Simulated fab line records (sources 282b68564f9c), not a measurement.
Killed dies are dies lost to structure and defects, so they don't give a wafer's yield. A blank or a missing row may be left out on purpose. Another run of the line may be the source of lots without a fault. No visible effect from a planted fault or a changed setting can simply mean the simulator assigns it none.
What tool caused it?	flow rit_cmos	42 wafers from 14 lots sampled at 2 of the route's 202 steps

== WHAT THE GAUGES SHOWED, per wafer ==
Not one reading of a measure or inspect step in the record can be checked against a usual standard deviation.

== WHAT TOOL EACH LOT RAN ON (gives the tool, then ch and the chambers of the sampled wafers, and finally the start) ==
lot	RIT_PRETRO_COAT_01	RIT_M1_PROBE_99
L490	litho_track-02 ch 0, day 2 06:47	-
L491	litho_track-01 ch 0, day 2 11:55	-
L492	litho_track-04 ch 0, day 2 16:53	-
L493	litho_track-04 ch 0, day 2 21:44	-
L494	litho_track-04 ch 0, day 3 01:55	-
L495	litho_track-04 ch 0, day 3 08:17	-
L496	litho_track-02 ch 0, day 3 12:25	-
L498	litho_track-01 ch 0, day 3 22:43	prober-01, day 5 03:32
L499	litho_track-04 ch 0, day 4 03:26	prober-02, day 5 08:14
L500	litho_track-01 ch 0, day 4 07:33	prober-01, day 5 12:11
L502	litho_track-01 ch 0, day 4 18:01	-
L504	litho_track-01 ch 0, day 5 03:46	-
L509	litho_track-02 ch 0, day 6 06:29	-
L511	litho_track-02 ch 0, day 6 16:01	-
- RIT_PRETRO_COAT_01: resist thk 1300 nm.
- RIT_M1_PROBE_99

== AS READ BY THE TOOLS THEMSELVES (means over the sampled wafers that have a number; for cases with no such wafer, the mark the record gives instead) ==
RIT_PRETRO_COAT_01. Usual: chill_plate_temp_C 22.99 C, standard deviation 0.11; resist_line_temp_C 23.01 C, standard deviation 0.11; spin_speed_rpm 2000.0 rpm, standard deviation 1.4.
lot	tool	chill_plate_temp_C (C)	resist_line_temp_C (C)	spin_speed_rpm (rpm)	flag
L490	litho_track-02	22.90	23.11	2001.1	
L491	litho_track-01	23.00	23.05	2000.8	
L492	litho_track-04	22.94	23.00	2000.1	
L493	litho_track-04	23.01	22.91	2000.8	
L494	litho_track-04	23.05	23.00	1999.1	
L495	litho_track-04	22.96	23.10	1999.5	
L496	litho_track-02	22.84	23.02	2000.1	
L498	litho_track-01	23.00	22.73	2000.6	
L499	litho_track-04	23.02	22.92	2000.0	
L500	litho_track-01	22.97	23.00	1997.4	
L502	litho_track-01	22.96	23.07	1858.4	OFF
L504	litho_track-01	23.05	22.93	1857.5	OFF
L509	litho_track-02	23.23	23.15	1999.7	
L511	litho_track-02	23.08	23.16	2001.4	

RIT_M1_PROBE_99. Usual: killed_at_M0_to_M3 0.0, standard deviation 0.14; killed_at_contacts 0.0, standard deviation 0.16; killed_at_front_end 7, standard deviation 3; killed_dies 7, standard deviation 3; killed_open 3.5, standard deviation 2; killed_short 3.6, standard deviation 2.1.
lot	tool	killed_at_M0_to_M3	killed_at_contacts	killed_at_front_end	killed_dies	killed_open	killed_short	flag
L498	prober-01	0.0	0.0	6	6	3.7	2.7	
L499	prober-02	0.0	0.0	6	6	3.3	3.0	
L500	prober-01	0.0	0.0	7	7	4.0	3.0	

== THE ANSWER, worked out from the rows above alone ==
Rule: lot off if the mean of its wafers having a number is beyond 3 standard deviations from the usual mean. A lot without any number at a reading at which 4 lots or more have one is off too. Any other lot the step has rows for is counted as sound. The gauges are gone through in route order, then the tools' own readings, and for those a lot's mean is taken as printed above. The first step at which some lot is off is used, and at that step the reading that is off furthest; a lot without a number counts as furthest.
Off, at RIT_PRETRO_COAT_01 on spin_speed_rpm: L502, L504.
A tool fits if, at that step or a process step before it, it ran every lot that is off, and no sound lot after the first of them. One candidate fits, namely litho_track-01 at RIT_PRETRO_COAT_01. Its last sound lot is L500 (day 4 07:33), its first lot that is off L502 (day 4 18:01): a fault that began between those two fits.
The tool's own readings at RIT_PRETRO_COAT_01 bear it out: on the lots that are off they differ by more than 5 times the standard deviation of the sound lots' means. spin_speed_rpm reads 1858.0 rpm there against 2000.0 rpm on the sound lots.

== WHAT WAS PUT IN BY THE SIMULATOR ==
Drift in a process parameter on litho_track-01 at RIT_PRETRO_COAT_01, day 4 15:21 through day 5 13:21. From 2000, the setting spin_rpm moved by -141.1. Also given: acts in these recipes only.
Struck lots among those shown: L502, L504. The rule given above showed the same thing.
